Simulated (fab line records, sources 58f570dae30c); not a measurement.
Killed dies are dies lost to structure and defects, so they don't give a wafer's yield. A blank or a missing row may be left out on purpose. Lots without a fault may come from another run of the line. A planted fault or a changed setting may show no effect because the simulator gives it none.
Which tool did it? | flow berkeley_cmos170 | 13 lots, 39 wafers sampled, at 3 steps of a route of 331

WHAT THE GAUGES READ, wafer by wafer
UCB170_M2_CD_MEAS_15: target cd 700 nm. Usual: cd_nm 700.0 nm, standard deviation 1.5.
lot  | measured     | on        | cd_nm (nm)        | flag
L797 | day 8 23:33  | cd_sem-01 | 700.0 701.5 699.3 |
L798 | day 10 00:32 | cd_sem-02 | 700.6 701.5 700.2 |
L800 | day 10 01:10 | cd_sem-02 | 699.4 699.4 699.7 |
L803 | day 10 23:29 | cd_sem-02 | 698.1 698.7 699.6 |
L802 | day 11 03:06 | cd_sem-02 | 699.0 700.0 698.5 |
L809 | day 11 15:16 | cd_sem-02 | 699.2 697.2 698.2 |
L808 | day 11 15:02 | cd_sem-02 | 701.6 702.9 701.2 |
L805 | day 11 15:26 | cd_sem-01 | 703.4 703.9 702.2 |
L810 | day 11 21:52 | cd_sem-02 | 700.0 699.6 699.2 |
L812 | day 13 03:58 | cd_sem-01 | 700.4 700.7 700.5 |
L814 | day 13 05:29 | cd_sem-01 | 699.4 699.9 699.0 |
L819 | day 13 05:37 | cd_sem-01 | 698.3 697.2 697.5 |
L818 | day 13 05:44 | cd_sem-01 | 697.9 698.5 699.4 |

WHICH TOOL RAN EACH LOT (tool, then ch and the chambers of the sampled wafers, then the start)
lot  | UCB170_CONTACT_RTA_08            | UCB170_V1_STRIP_15
L797 | rtp_anneal-01 ch 0, day 8 14:25  | plasma_asher-03 ch 0,1, day 8 21:25
L798 | rtp_anneal-01 ch 0, day 9 11:01  | plasma_asher-01 ch 0,1, day 9 21:53
L800 | rtp_anneal-02 ch 0, day 9 11:46  | plasma_asher-01 ch 0,1, day 9 22:10
L803 | rtp_anneal-01 ch 0, day 10 08:25 | plasma_asher-01 ch 0,1, day 10 18:32
L802 | rtp_anneal-02 ch 0, day 10 13:05 | plasma_asher-01 ch 0, day 10 23:04
L809 | rtp_anneal-01 ch 0, day 11 01:24 | plasma_asher-04 ch 0,1, day 11 12:52
L808 | rtp_anneal-01 ch 0, day 11 01:31 | plasma_asher-04 ch 1, day 11 12:42
L805 | rtp_anneal-01 ch 0, day 11 01:44 | plasma_asher-01 ch 0,1, day 11 13:01
L810 | rtp_anneal-01 ch 0, day 11 03:47 | plasma_asher-01 ch 0,1, day 11 17:00
L812 | rtp_anneal-01 ch 0, day 11 16:23 | plasma_asher-03 ch 0,1, day 13 00:32
L814 | rtp_anneal-01 ch 0, day 11 16:28 | plasma_asher-03 ch 0,1, day 13 01:44
L819 | rtp_anneal-02 ch 0, day 12 15:50 | plasma_asher-01 ch 0,1, day 13 01:50
L818 | rtp_anneal-01 ch 0, day 12 16:02 | plasma_asher-03 ch 0,1, day 13 01:59
- UCB170_CONTACT_RTA_08: time 10 s.
- UCB170_V1_STRIP_15: strips in O2.

WHAT THE TOOLS THEMSELVES READ (means of the sampled wafers that have a number; where no wafer has one, the mark that the record gives instead)
UCB170_CONTACT_RTA_08. Usual: anneal_temp_c_max 903.6, standard deviation 0.81; lamp_power_pct 24.3 %, standard deviation 1.5; wafer_temp_C_max 904.1, standard deviation 0.96.
lot  | tool          | anneal_temp_c_max | lamp_power_pct (%) | wafer_temp_C_max | flag
L797 | rtp_anneal-01 | 903.4             | 23.1               | 903.9            |
L798 | rtp_anneal-01 | 902.8             | 23.0               | 904.7            |
L800 | rtp_anneal-02 | 903.8             | 26.1               | 905.0            |
L803 | rtp_anneal-01 | 903.2             | 23.1               | 903.2            |
L802 | rtp_anneal-02 | 904.1             | 26.1               | 904.7            |
L809 | rtp_anneal-01 | 903.1             | 23.1               | 904.3            |
L808 | rtp_anneal-01 | 903.2             | 23.1               | 903.8            |
L805 | rtp_anneal-01 | 903.6             | 23.1               | 903.6            |
L810 | rtp_anneal-01 | 903.8             | 23.1               | 903.8            |
L812 | rtp_anneal-01 | 902.8             | 23.0               | 903.6            |
L814 | rtp_anneal-01 | 902.9             | 23.1               | 904.2            |
L819 | rtp_anneal-02 | 903.6             | 26.1               | 904.6            |
L818 | rtp_anneal-01 | 903.0             | 23.1               | 903.2            |

UCB170_V1_STRIP_15. Usual: drypump_motor_current_A 5.6 A, standard deviation 0.34; oes_product_au 0.723 a.u., standard deviation 0.0043; strip_time_to_endpoint_s 15.59 s, standard deviation 0.1.
lot  | tool            | drypump_motor_current_A (A) | oes_product_au (a.u.) | strip_time_to_endpoint_s (s) | flag
L797 | plasma_asher-03 | 6.0                         | 0.721                 | 15.62                        |
L798 | plasma_asher-01 | 5.5                         | 0.728                 | 15.81                        |
L800 | plasma_asher-01 | 5.5                         | 0.717                 | 15.56                        |
L803 | plasma_asher-01 | 5.4                         | 0.722                 | 15.41                        |
L802 | plasma_asher-01 | 5.2                         | 0.722                 | 15.53                        |
L809 | plasma_asher-04 | 5.4                         | 0.720                 | 15.60                        |
L808 | plasma_asher-04 | 5.5                         | 0.721                 | 15.54                        |
L805 | plasma_asher-01 | 5.5                         | 0.719                 | 15.56                        |
L810 | plasma_asher-01 | 5.5                         | 0.724                 | 15.68                        |
L812 | plasma_asher-03 | 5.8                         | 0.722                 | 15.66                        |
L814 | plasma_asher-03 | 5.8                         | 0.717                 | 15.70                        |
L819 | plasma_asher-01 | 5.4                         | 0.722                 | 15.64                        |
L818 | plasma_asher-03 | 6.1                         | 0.725                 | 15.68                        |

THE ANSWER, worked out from the rows above alone
Rule: a lot is off if the mean of its wafers that have a number lies more than 3 standard deviations from the usual mean. A lot without any number at a reading at which 4 lots or more have one is off too. The other lots that the step has rows for count as sound. The gauges are gone through in route order, then the tools' own readings, and for those a lot's mean is taken as printed above. The first step at which some lot is off is used, and at that step the reading that is off furthest; a lot without a number counts as furthest.
No lot is off at any reading shown: from this, nothing can be told.

WHAT THE SIMULATOR HAD PUT IN
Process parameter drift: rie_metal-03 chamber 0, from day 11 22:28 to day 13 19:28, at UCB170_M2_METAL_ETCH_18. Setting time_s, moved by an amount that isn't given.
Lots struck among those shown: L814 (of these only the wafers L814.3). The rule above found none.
